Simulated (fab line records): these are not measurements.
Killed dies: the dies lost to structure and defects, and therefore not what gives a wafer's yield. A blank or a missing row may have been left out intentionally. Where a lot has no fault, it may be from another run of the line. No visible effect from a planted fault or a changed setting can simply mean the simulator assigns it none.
What tool caused it? | flow berkeleyCmos170 | Sampling: 13 lots, 39 wafers, 3 of 331 route steps

WHAT EACH GAUGE READ, for each wafer
UCB170_NLDD_OVL_MEAS_07.
lot  | measured     | on         | NLDD_OVL (nm)
L103 | day 6 17:23  | overlay-01 | 2 -2 -2
L102 | day 6 17:38  | overlay-02 | 7 9 6
L104 | day 6 18:11  | overlay-02 | 0 4 11
L106 | day 7 08:07  | overlay-02 | 6 7 10
L105 | day 7 08:37  | overlay-02 | 4 1 -1
L110 | day 8 11:12  | overlay-01 | -3 -1 0
L115 | day 9 12:10  | overlay-01 | 2 10 -1
L118 | day 9 18:07  | overlay-01 | 8 4 7
L117 | day 9 18:13  | overlay-02 | -7 -7 -2
L119 | day 10 01:06 | overlay-02 | 1 -5 2
L121 | day 10 01:22 | overlay-01 | 16 11 11
L122 | day 10 20:50 | overlay-02 | 15 18 11
L123 | day 11 08:38 | overlay-02 | -1 -8 1

UCB170_V2_THK_MEAS_01.
lot  | measured     | on           | V2_TEOS_THK (nm)
L103 | day 8 02:32  | filmMetro-01 | 2007 1974 2026
L102 | day 8 01:42  | filmMetro-01 | 1934 1974 1971
L104 | day 8 02:55  | filmMetro-01 | 2009 2030 2043
L106 | day 8 13:04  | filmMetro-02 | 1989 1988 2034
L105 | day 8 13:00  | filmMetro-03 | 2003 2028 2035
L110 | day 9 22:23  | filmMetro-01 | 1983 2021 2038
L115 | day 10 20:23 | filmMetro-02 | 1498 2034 1512
L118 | day 11 03:33 | filmMetro-02 | 2010 2003 2023
L117 | day 10 20:48 | filmMetro-01 | 2000 1994 2047
L119 | day 11 03:52 | filmMetro-02 | 1997 1994 2013
L121 | day 11 05:52 | filmMetro-01 | 2007 1988 2043
L122 | day 12 06:29 | filmMetro-02 | 2061 2036 2051
L123 | day 12 15:01 | filmMetro-03 | 1994 2042 2009

EACH LOT AND THE TOOL THAT RAN IT (in order: tool; ch and the chambers of the sampled wafers; start)
lot  | UCB170_V2_CVD_00
L103 | pecvd-04 ch 1,2, day 8 02:22
L102 | pecvd-03 ch 1,2, day 8 01:28
L104 | pecvd-03 ch 1,2, day 8 02:44
L106 | pecvd-03 ch 1,2, day 8 12:54
L105 | pecvd-04 ch 1,2, day 8 12:50
L110 | pecvd-03 ch 0,1, day 9 22:13
L115 | pecvd-03 ch 0,1, day 10 20:14
L118 | pecvd-02 ch 2, day 11 03:09
L117 | pecvd-04 ch 0,1, day 10 20:39
L119 | pecvd-04 ch 0,2, day 11 03:42
L121 | pecvd-02 ch 1,2, day 11 05:38
L122 | pecvd-02 ch 0,1, day 12 06:17
L123 | pecvd-04 ch 0,2, day 12 14:49
- UCB170_V2_CVD_00: deposits SiO2 from TEOS/O2, target thk 2000 nm, time 250 s.

AS READ BY THE TOOLS THEMSELVES (means over the sampled wafers that have a number; for cases with no such wafer, the mark the record gives instead)
UCB170_V2_CVD_00.
lot  | tool     | heaterPowerW (W)
L103 | pecvd-04 | 233
L102 | pecvd-03 | 329
L104 | pecvd-03 | 280
L106 | pecvd-03 | 291
L105 | pecvd-04 | 205
L110 | pecvd-03 | 253
L115 | pecvd-03 | 285
L118 | pecvd-02 | 160
L117 | pecvd-04 | 208
L119 | pecvd-04 | 231
L121 | pecvd-02 | 205
L122 | pecvd-02 | 302
L123 | pecvd-04 | 203

THE ANSWER, worked out from the rows above alone
Rule: the lots themselves supply what counts as usual. Put in order of their means at a reading, lots are off if they are a third of the lots or fewer, leave a main group of 4 or more, and stand apart from it by a gap of 3 or more times the standard deviation of the main group's means; of several such gaps the widest counts. Not used: any main group whose means are identical at the precision the tables above print for the reading. A lot without any number at a reading at which 4 lots or more have one is off too. Any other lot the step has rows for is counted as sound. After the gauges, taken in route order, come the tools' own readings; for these a lot's mean is taken, as printed above. At the first step where some lot is off, the reading lying furthest off is the one used; lots without a number count as furthest.
Off: L115, at UCB170_V2_THK_MEAS_01 (V2_TEOS_THK). For the main group the mean is 2011 nm and the standard deviation 20.
A tool fits if, at a process step before that reading, it ran every lot that is off, and no sound lot after the first of them. The gauges at UCB170_V2_THK_MEAS_01 are tried like those tools. One fits: UCB170_V2_CVD_00 on pecvd-03. Its last sound lot is L110 (day 9 22:13), its first lot that is off L115 (day 10 20:14): a fault that began between those two fits.

WHAT HAD BEEN PUT IN BY THE SIMULATOR
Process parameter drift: pecvd-03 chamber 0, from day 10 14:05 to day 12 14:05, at UCB170_V2_CVD_00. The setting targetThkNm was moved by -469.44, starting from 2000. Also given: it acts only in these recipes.
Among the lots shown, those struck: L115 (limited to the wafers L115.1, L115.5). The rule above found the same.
